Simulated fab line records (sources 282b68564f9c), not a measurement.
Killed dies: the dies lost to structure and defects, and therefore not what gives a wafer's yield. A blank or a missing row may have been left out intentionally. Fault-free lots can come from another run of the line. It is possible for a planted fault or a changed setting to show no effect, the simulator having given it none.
Tool commonality check :: flow rit_cmos :: Sampled: 14 lots, 42 wafers

## REASON IT WAS OPENED
Of 14 lots, 2 have the reading NRETRO_TW flagged at RIT_NRETRO_TW_MEAS_10. Wafers without a fault read 1050, standard deviation 7.9.
Rule: a lot gets a flag if all its wafers with a number sit over 4 standard deviations from that mean, or if no wafer of it has a number. The other lots count as sound.

lot: L907
measured: day 2 14:54
on: film_metro-04
NRETRO_TW, wafer by wafer: 1052 1046 1052
flag: 

lot: L908
measured: day 2 17:23
on: film_metro-04
NRETRO_TW, wafer by wafer: 1047 1048 1047
flag: 

lot: L909
measured: day 2 20:50
on: film_metro-01
NRETRO_TW, wafer by wafer: 1049 1058 1056
flag: 

lot: L910
measured: day 2 23:08
on: film_metro-03
NRETRO_TW, wafer by wafer: 1054 1051 1047
flag: 

lot: L912
measured: day 3 13:08
on: film_metro-03
NRETRO_TW, wafer by wafer: 1065 1064 1066
flag: 

lot: L913
measured: day 3 13:25
on: film_metro-01
NRETRO_TW, wafer by wafer: 1044 1050 1053
flag: 

lot: L916
measured: day 4 02:52
on: film_metro-03
NRETRO_TW, wafer by wafer: 1152 1141 1147
flag: FLAGGED

lot: L920
measured: day 5 00:46
on: film_metro-01
NRETRO_TW, wafer by wafer: 1134 1127 1125
flag: FLAGGED

lot: L922
measured: day 5 10:54
on: film_metro-01
NRETRO_TW, wafer by wafer: 1043 1047 1045
flag: 

lot: L924
measured: day 5 20:50
on: film_metro-03
NRETRO_TW, wafer by wafer: 1056 1058 1059
flag: 

lot: L925
measured: day 6 01:18
on: film_metro-03
NRETRO_TW, wafer by wafer: 1059 1062 1060
flag: 

lot: L927
measured: day 6 15:07
on: film_metro-01
NRETRO_TW, wafer by wafer: 1041 1039 1039
flag: 

lot: L928
measured: day 7 00:21
on: film_metro-01
NRETRO_TW, wafer by wafer: 1046 1052 1048
flag: 

lot: L929
measured: day 7 05:25
on: film_metro-01
NRETRO_TW, wafer by wafer: 1050 1045 1050
flag: 
On average the flagged lots' numbers are 1138, which is +88 against the usual, or +11 standard deviations.

## EACH LOT AND THE TOOL IT RAN ON
The record keeps 1 process step preceding the reading, out of 202 steps on the route. Each cell gives the tool, then ch followed by the chambers the sampled wafers passed through, then the start.
lot: L907
flag: 
RIT_NRETRO_IMPLANT_08: implanter-04 ch 0, day 2 14:34

lot: L908
flag: 
RIT_NRETRO_IMPLANT_08: implanter-03 ch 0, day 2 17:05

lot: L909
flag: 
RIT_NRETRO_IMPLANT_08: implanter-01 ch 0, day 2 20:31

lot: L910
flag: 
RIT_NRETRO_IMPLANT_08: implanter-03 ch 0, day 2 22:50

lot: L912
flag: 
RIT_NRETRO_IMPLANT_08: implanter-03 ch 0, day 3 12:49

lot: L913
flag: 
RIT_NRETRO_IMPLANT_08: implanter-01 ch 0, day 3 13:06

lot: L916
flag: FLAGGED
RIT_NRETRO_IMPLANT_08: implanter-03 ch 0, day 4 02:32

lot: L920
flag: FLAGGED
RIT_NRETRO_IMPLANT_08: implanter-03 ch 0, day 5 00:29

lot: L922
flag: 
RIT_NRETRO_IMPLANT_08: implanter-01 ch 0, day 5 10:34

lot: L924
flag: 
RIT_NRETRO_IMPLANT_08: implanter-04 ch 0, day 5 20:32

lot: L925
flag: 
RIT_NRETRO_IMPLANT_08: implanter-01 ch 0, day 6 00:58

lot: L927
flag: 
RIT_NRETRO_IMPLANT_08: implanter-01 ch 0, day 6 14:48

lot: L928
flag: 
RIT_NRETRO_IMPLANT_08: implanter-01 ch 0, day 7 00:01

lot: L929
flag: 
RIT_NRETRO_IMPLANT_08: implanter-01 ch 0, day 7 05:08
These steps, and what they do:
- RIT_NRETRO_IMPLANT_08
- RIT_NRETRO_TW_MEAS_10

## FLAGGED AGAINST TOTAL, ONE TOOL AT A TIME (gauges that did the reading follow at the end)
step: RIT_NRETRO_IMPLANT_08
tool: implanter-01
lots run: 7
flagged: 0
share of the flagged lots: none
sound lots run after its first flagged lot: -

step: RIT_NRETRO_IMPLANT_08
tool: implanter-03
lots run: 5
flagged: 2
share of the flagged lots: all
sound lots run after its first flagged lot: 0

step: RIT_NRETRO_IMPLANT_08
tool: implanter-04
lots run: 2
flagged: 0
share of the flagged lots: none
sound lots run after its first flagged lot: -

step: RIT_NRETRO_TW_MEAS_10
tool: film_metro-01
lots run: 7
flagged: 1
share of the flagged lots: some
sound lots run after its first flagged lot: 4 (L922,L927,L928,L929)

step: RIT_NRETRO_TW_MEAS_10
tool: film_metro-03
lots run: 5
flagged: 1
share of the flagged lots: some
sound lots run after its first flagged lot: 2 (L924,L925)

step: RIT_NRETRO_TW_MEAS_10
tool: film_metro-04
lots run: 2
flagged: 0
share of the flagged lots: none
sound lots run after its first flagged lot: -

## WHAT THE TABLE PERMITS
In the table, 1 row covers all flagged lots: implanter-03 at RIT_NRETRO_IMPLANT_08.
- implanter-03 at RIT_NRETRO_IMPLANT_08: 2 of its 5 lots flagged. Last sound lot L912 at day 3 12:49, first flagged lot L916 at day 4 02:32; a fault beginning in between fits. Its own readings lie more than 4 standard deviations out on every wafer of the flagged lots: beam_energy_keV.
Left over: one tool, implanter-03 at RIT_NRETRO_IMPLANT_08.

## WHAT WAS PUT IN BY THE SIMULATOR
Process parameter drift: implanter-03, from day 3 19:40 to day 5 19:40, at RIT_NRETRO_IMPLANT_08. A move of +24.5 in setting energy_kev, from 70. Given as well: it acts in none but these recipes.
Lots struck among those shown: L916, L920. The rule given above showed the same thing.
